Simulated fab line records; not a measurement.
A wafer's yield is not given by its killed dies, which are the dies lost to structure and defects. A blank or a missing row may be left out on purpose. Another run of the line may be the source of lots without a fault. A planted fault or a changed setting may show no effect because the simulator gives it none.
What tool caused it? | flow rit cmos | 42 wafers from 14 lots sampled at 3 of the route's 202 steps

WHAT THE GAUGES READ, wafer by wafer
RIT_PLDD_OVL_MEAS_06.
lot  | measured    | on         | PLDD_OVL (nm)
L683 | day 2 22:12 | overlay-01 | 3.2 2.7 1.8
L684 | day 3 05:01 | overlay-01 | 0.0 -0.8 -0.5
L685 | day 3 07:10 | overlay-02 | 0.9 -0.5 -0.2
L686 | day 3 14:26 | overlay-02 | -0.1 1.8 0.8
L687 | day 3 18:45 | overlay-02 | 1.7 -0.4 0.3
L688 | day 3 22:08 | overlay-02 | 0.5 1.8 1.9
L689 | day 4 01:34 | overlay-02 | 1.6 -0.9 -0.5
L691 | day 4 11:54 | overlay-01 | 1.3 -1.1 -1.2
L697 | day 5 17:45 | overlay-01 | -1.4 0.8 0.8
L699 | day 6 03:41 | overlay-02 | -0.3 0.1 -1.1
L700 | day 6 07:50 | overlay-02 | -0.5 0.2 -0.4
L703 | day 6 23:10 | overlay-02 | -2.6 -1.5 -0.6
L704 | day 7 06:11 | overlay-01 | -1.1 1.9 0.1
L705 | day 7 11:29 | overlay-01 | 0.1 2.4 1.7

RIT_M1_THK_MEAS_02: measures by xrf.
lot  | measured    | on            | M1_AL_THK (nm)
L683 | day 3 09:25 | film metro-01 | 392 392 387
L684 | day 3 15:09 | film metro-01 | 392 393 394
L685 | day 3 18:08 | film metro-02 | 383 385 383
L686 | day 4 00:47 | film metro-01 | 394 391 394
L687 | day 4 04:53 | film metro-02 | 390 386 390
L688 | day 4 08:36 | film metro-01 | 393 394 394
L689 | day 4 11:44 | film metro-03 | 389 393 389
L691 | day 4 22:04 | film metro-01 | 395 396 398
L697 | day 6 04:08 | film metro-01 | 387 388 390
L699 | day 6 13:56 | film metro-02 | 384 384 382
L700 | day 6 18:07 | film metro-01 | 391 391 390
L703 | day 7 09:24 | film metro-01 | 393 397 392
L704 | day 7 16:29 | film metro-03 | 392 389 386
L705 | day 7 21:50 | film metro-01 | 385 386 383

EACH LOT AND THE TOOL THAT RAN IT (in order: tool; ch and the chambers of the sampled wafers; start)
lot  | RIT_SDANNEAL_RTA_03
L683 | rtp anneal-02 ch 0, day 3 05:35
L684 | rtp anneal-02 ch 0, day 3 11:26
L685 | rtp anneal-02 ch 0, day 3 14:09
L686 | rtp anneal-02 ch 0, day 3 21:03
L687 | rtp anneal-02 ch 0, day 4 01:02
L688 | rtp anneal-02 ch 0, day 4 04:41
L689 | rtp anneal-02 ch 0, day 4 07:52
L691 | rtp anneal-02 ch 0, day 4 18:20
L697 | rtp anneal-02 ch 0, day 6 00:23
L699 | rtp anneal-02 ch 0, day 6 10:13
L700 | rtp anneal-01 ch 0, day 6 14:23
L703 | rtp anneal-02 ch 0, day 7 05:32
L704 | rtp anneal-01 ch 0, day 7 12:39
L705 | rtp anneal-02 ch 0, day 7 17:49
- RIT_SDANNEAL_RTA_03: time 5 s.

AS READ BY THE TOOLS THEMSELVES (means over the sampled wafers that have a number; for cases with no such wafer, the mark the record gives instead)
RIT_SDANNEAL_RTA_03.
lot  | tool          | chamber o2 ppm | ramp down c per s | wafer_temp_C_max
L683 | rtp anneal-02 | 1.980          | 170.98            | 1052.8
L684 | rtp anneal-02 | 2.019          | 171.00            | 1054.3
L685 | rtp anneal-02 | 2.001          | 171.00            | 1054.0
L686 | rtp anneal-02 | 1.993          | 170.98            | 1053.7
L687 | rtp anneal-02 | 1.995          | 171.00            | 1053.2
L688 | rtp anneal-02 | 2.010          | 170.99            | 1052.1
L689 | rtp anneal-02 | 1.992          | 170.97            | 1053.9
L691 | rtp anneal-02 | 1.984          | 170.98            | 1052.9
L697 | rtp anneal-02 | 1.969          | 171.02            | 1053.8
L699 | rtp anneal-02 | 1.994          | 170.99            | 1053.8
L700 | rtp anneal-01 | 2.006          | 171.00            | 1054.1
L703 | rtp anneal-02 | 2.026          | 170.99            | 1052.6
L704 | rtp anneal-01 | 2.031          | 171.03            | 1052.8
L705 | rtp anneal-02 | 2.022          | 170.99            | 1053.3

THE ANSWER, worked out from the rows above alone
Rule: what is usual is taken from the lots themselves. The widest of any qualifying gaps counts: lots, ordered by their means at a reading, are off when they make up no more than a third of the lots, leave a main group of 4 or more, and stand apart from it by 3 or more times the standard deviation of that group's means. The tables above print the reading to a certain number of digits; a main group whose means all agree to those digits is not used. Also off: a lot with no number at a reading for which 4 or more lots have one. The other lots that the step has rows for count as sound. The gauges are gone through in route order, then the tools' own readings, and for those a lot's mean is taken as printed above. The first step at which some lot is off is used, and at that step the reading that is off furthest; a lot without a number counts as furthest.
Across all readings shown, no lot is off: no conclusion can be drawn from this.

WHAT THE SIMULATOR HAD INSERTED
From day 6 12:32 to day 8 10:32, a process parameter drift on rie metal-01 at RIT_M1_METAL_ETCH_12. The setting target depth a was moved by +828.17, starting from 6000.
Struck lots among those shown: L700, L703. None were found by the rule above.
